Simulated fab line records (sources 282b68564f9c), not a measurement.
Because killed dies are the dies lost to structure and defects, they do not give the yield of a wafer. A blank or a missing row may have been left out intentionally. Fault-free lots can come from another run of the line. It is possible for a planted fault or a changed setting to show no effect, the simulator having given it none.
Split-lot experiment | flow rit cmos | 6 wafers read from 2 lots, route of 202 steps

ABOUT THE SPLIT
At RIT_SDANNEAL_CLEAN_01 (cleans in dHF, time 30 s), the setting time s was moved away from the recipe's 30 s on 3 of the 6 wafers read, by -58.3%. This setting was run at the recipe's value on the other wafers.

FROM THE SPLIT TO THE READING: what the file shows between them, 4 steps
- RIT_M1_HMDS_03: prime time 60 s (also split here: prime time s)
- RIT_M1_COAT_04: resist thk 1300 nm
- RIT_M1_SOFTBAKE_05: time 60 s
- RIT_M1_ANNEAL_15: time 1800 s

THE READING
In nm, at RIT_M1_PROBE_99: etest.nldd.width nm, which is the simulator's own figure and was read by no gauge. The file gives no usual value for it. Across the 3 wafers here that went through the recipe, the average is 3177 nm and the standard deviation 2.5 nm.

wafer  | tool, chamber at the split | time s as run, s | against the recipe | etest.nldd.width nm, nm | against lot-mates on the recipe
L075.2 | wet bench-01, 2            | 30               | recipe             | 3174                    | -
L075.3 | wet bench-01, 2            | 30               | recipe             | 3180                    | -
L075.4 | wet bench-01, 2            | 30               | recipe             | 3176                    | -
L081.3 | -, -                       | 12.51            | -58.3%             | 3337                    | no lot-mate on the recipe
L081.4 | -, -                       | 12.51            | -58.3%             | 3332                    | no lot-mate on the recipe
L081.6 | -, -                       | 12.51            | -58.3%             | 3340                    | no lot-mate on the recipe

FIT RESULTS
A straight line over all 6 wafers: etest.nldd.width nm changes by -2.74 nm for each +1% of time s; r = -1.00; the points scatter about the line by 3.6 nm.
Too few moved wafers have a lot-mate on the recipe to fit a line with each lot's own level taken away.

THE WHOLE CHAIN: every reading that the file lists as answering this split, in the file's order
step            | what it does | reading                                                              | change (the file's fit)              | r (the file's)
RIT_M1_PROBE_99 |              | etest.pldd.width nm (the simulator's own value, which no gauge read) | -2.52 nm for each +1% of the setting | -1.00
RIT_M1_PROBE_99 |              | etest.nldd.width nm (the simulator's own value, which no gauge read) | -2.75 nm for each +1% of the setting | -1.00

THE FILE'S OWN FIT
etest.nldd.width nm changes by -2.75 nm for each +1% of time s, r = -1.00.
